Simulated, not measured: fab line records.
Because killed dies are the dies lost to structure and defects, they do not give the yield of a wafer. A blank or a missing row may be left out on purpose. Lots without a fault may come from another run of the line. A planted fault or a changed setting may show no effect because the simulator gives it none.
Comparing a struck lot with a sound one	flow rit_cmos	14 out of 202 route steps
Sound: these wafers, L704.1, L704.2, L704.5. Struck: wafers L707.1, L707.2, L707.6. The cause is named last.
Each step with rows lists, per side, the tool, then ch with its chambers, then its first start. Under that, the readings that differ: sound wafers	struck wafers	difference of the means	sigmas: that difference in standard deviations of wafers without a fault.
alike: readings with means less than 2 such deviations apart, plus words and numbers identical on both sides. not compared: withheld readings, readings lacking a value on some wafer, bounds such as >300 that could conceal the same value, and numbers that have no deviation in the record and whose values overlap.
A row with sigmas, a row that says differs or no value, or rows on one side alone: a step with any of these is where the two part. Non-overlapping numbers with no deviation appear without sigmas and do not part them. A reading that every wafer of one side lacks parts them only if that side has two wafers or more.

RIT_PRETRO_OVL_MEAS_06:
  sound on overlay-02, day 3 18:44; struck on overlay-01, day 4 10:49
  alike: PRETRO_OVL
then, 2 steps without rows for these wafers: RIT_PRETRO_HARDBAKE_07 (time 120 s); RIT_PRETRO_IMPLANT_08.
RIT_PRETRO_STRIP_09: strips in O2, time 180 s.
  sound on plasma_asher-04 ch 0,1, day 3 19:10; struck on plasma_asher-01 ch 0,1, day 4 11:23
  alike: drypump_motor_current_A, o2_flow_sccm
  not compared: rf_hours_counter_h
RIT_PRETRO_TW_MEAS_10:
  sound on film_metro-03, day 3 19:20; struck on film_metro-03, day 4 11:34
  alike: PRETRO_TW
then, 5 steps without rows for these wafers: RIT_GATE_WET_ETCH_00 (etches SiO2 in BOE, target depth 56 nm, time 60 s); RIT_GATE_CLEAN_01 (cleans in SC1, time 600 s); RIT_GATE_CLEAN_02 (cleans in dHF, time 31.25 s); RIT_GATE_CLEAN_03 (cleans in SC2, time 600 s); RIT_GATE_CLEAN_04 (cleans in dHF, time 60 s).
RIT_FOX2_THK_MEAS_91:
  sound on film_metro-03, day 3 20:12; struck on film_metro-03, day 4 12:04
  alike: FIELD_OXIDE_LEFT_2_THK
then, 1 step without rows for these wafers: RIT_GATE_OXIDATION_05 (target thk 3 nm, ox time 270 s).
RIT_GATE_ANNEAL_06: time 600 s.
  struck on furnace-01, day 4 15:07; sound on furnace-02 ch 0, day 3 21:20
  no value came back on the struck wafers for run_length_s (s), spike_tc_centre_C (C), tube_center_temp_C_max, zone_power_centre_pct (%); on the sound wafers run_length_s (s) reads 863 863 863
RIT_GATE_THK_MEAS_07:
  sound on film_metro-03, day 3 21:35; struck on film_metro-01, day 4 15:22
reading	sound	struck	difference	sigmas
GATE_OXIDE_THK (nm)	3.03 3.00 3.06	2.81 2.90 2.83	-0.18	-2

WHERE THEY PART
First at RIT_GATE_ANNEAL_06; last, within this record, at RIT_GATE_THK_MEAS_07.

WHY: the cause the simulator had injected
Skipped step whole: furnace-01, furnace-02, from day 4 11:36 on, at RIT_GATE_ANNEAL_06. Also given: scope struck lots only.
